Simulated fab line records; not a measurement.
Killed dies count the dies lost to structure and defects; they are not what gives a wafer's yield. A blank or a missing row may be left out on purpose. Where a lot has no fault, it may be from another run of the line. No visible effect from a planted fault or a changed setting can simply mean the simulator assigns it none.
Check for tools in common | flow rit_cmos | 45 wafers sampled across 15 lots

== WHAT PROMPTED THE OPENING ==
At RIT_GATE_THK_MEAS_07 the reading GATE_OXIDE_THK is flagged on 3 of 15 lots. No-fault wafers: 3.04 nm, standard deviation 0.063.
Rule: a lot gets a flag if all its wafers with a number sit over 4 standard deviations from that mean, or if no wafer of it has a number. All remaining lots are regarded as sound.

lot  | measured    | on            | GATE_OXIDE_THK (nm), wafer by wafer | flag
L751 | day 2 17:22 | film_metro-03 | 2.99 3.00 3.04                      |
L752 | day 3 00:34 | film_metro-04 | 2.97 3.00 2.98                      |
L753 | day 3 04:38 | film_metro-04 | 3.09 3.13 3.05                      |
L754 | day 3 08:55 | film_metro-03 | 2.99 3.00 2.96                      |
L757 | day 3 23:11 | film_metro-02 | 3.16 3.14 3.15                      |
L758 | day 4 06:19 | film_metro-03 | 3.56 3.62 3.56                      | FLAGGED
L759 | day 4 08:57 | film_metro-03 | 3.48 3.51 3.50                      | FLAGGED
L760 | day 4 15:01 | film_metro-03 | 3.45 3.45 3.52                      | FLAGGED
L761 | day 4 15:57 | film_metro-02 | 3.01 3.02 3.01                      |
L766 | day 5 20:58 | film_metro-03 | 2.96 2.99 3.00                      |
L768 | day 5 23:49 | film_metro-03 | 3.07 3.00 3.02                      |
L769 | day 6 09:58 | film_metro-02 | 3.04 3.02 3.04                      |
L770 | day 6 12:32 | film_metro-04 | 3.03 2.95 2.96                      |
L771 | day 7 00:32 | film_metro-03 | 3.00 3.03 3.16                      |
L773 | day 7 02:07 | film_metro-03 | 3.01 3.01 2.99                      |
On average the flagged lots' numbers are 3.52 nm, which is +0.48 nm against the usual, or +8 standard deviations.

== WHICH TOOL EACH LOT WENT THROUGH ==
The record keeps 1 process step preceding the reading, out of 202 steps on the route. Every cell lists first the tool, next ch and the chambers used by the sampled wafers, and last the start.
lot  | flag    | RIT_GATE_OXIDATION_05
L751 |         | furnace-01 ch 0, day 2 11:10
L752 |         | furnace-04 ch 0, day 2 18:40
L753 |         | furnace-04 ch 0, day 3 02:29
L754 |         | furnace-01 ch 0, day 3 06:29
L757 |         | furnace-01 ch 0, day 3 20:37
L758 | FLAGGED | furnace-01 ch 0, day 4 03:03
L759 | FLAGGED | furnace-01 ch 0, day 4 06:19
L760 | FLAGGED | furnace-01 ch 0, day 4 12:11
L761 |         | furnace-03 ch 0, day 4 13:39
L766 |         | furnace-04 ch 0, day 5 18:20
L768 |         | furnace-03 ch 0, day 5 22:28
L769 |         | furnace-03 ch 0, day 6 08:38
L770 |         | furnace-04 ch 0, day 6 11:13
L771 |         | furnace-03 ch 0, day 6 19:57
L773 |         | furnace-03 ch 0, day 7 00:31
What is done by these steps:
- RIT_GATE_OXIDATION_05: target thk 3 nm, ox time 270 s.
- RIT_GATE_THK_MEAS_07

== FLAGGED AGAINST TOTAL, ONE TOOL AT A TIME (gauges that did the reading follow at the end) ==
step                  | tool          | lots run | flagged | share of the flagged lots | sound lots run after its first flagged lot
RIT_GATE_OXIDATION_05 | furnace-01    | 6        | 3       | all                       | 0
RIT_GATE_OXIDATION_05 | furnace-03    | 5        | 0       | none                      | -
RIT_GATE_OXIDATION_05 | furnace-04    | 4        | 0       | none                      | -
RIT_GATE_THK_MEAS_07  | film_metro-02 | 3        | 0       | none                      | -
RIT_GATE_THK_MEAS_07  | film_metro-03 | 9        | 3       | all                       | 4 (L766,L768,L771,L773)
RIT_GATE_THK_MEAS_07  | film_metro-04 | 3        | 0       | none                      | -

== THE TABLE: WHAT IT ALLOWS ==
2 rows of the table ran every flagged lot: furnace-01 at RIT_GATE_OXIDATION_05, film_metro-03 at RIT_GATE_THK_MEAS_07.
- furnace-01 at RIT_GATE_OXIDATION_05: 3 of its 6 lots flagged. Its last sound lot is L757 (day 3 20:37), its first flagged lot L758 (day 4 03:03): a fault that began between those two fits.
- film_metro-03 at RIT_GATE_THK_MEAS_07: 3 of its 9 lots flagged. After the first flagged lot (L766, L768, L771, L773), sound lots still ran on it; a lasting fault on the whole tool would not permit that.
furnace-01 at RIT_GATE_OXIDATION_05 is the single tool remaining.

== WHAT THE SIMULATOR HAD INSERTED ==
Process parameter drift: furnace-01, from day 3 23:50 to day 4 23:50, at RIT_GATE_OXIDATION_05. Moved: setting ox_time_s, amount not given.
Lots struck among those shown: L758, L759, L760. The same result came from the rule above.
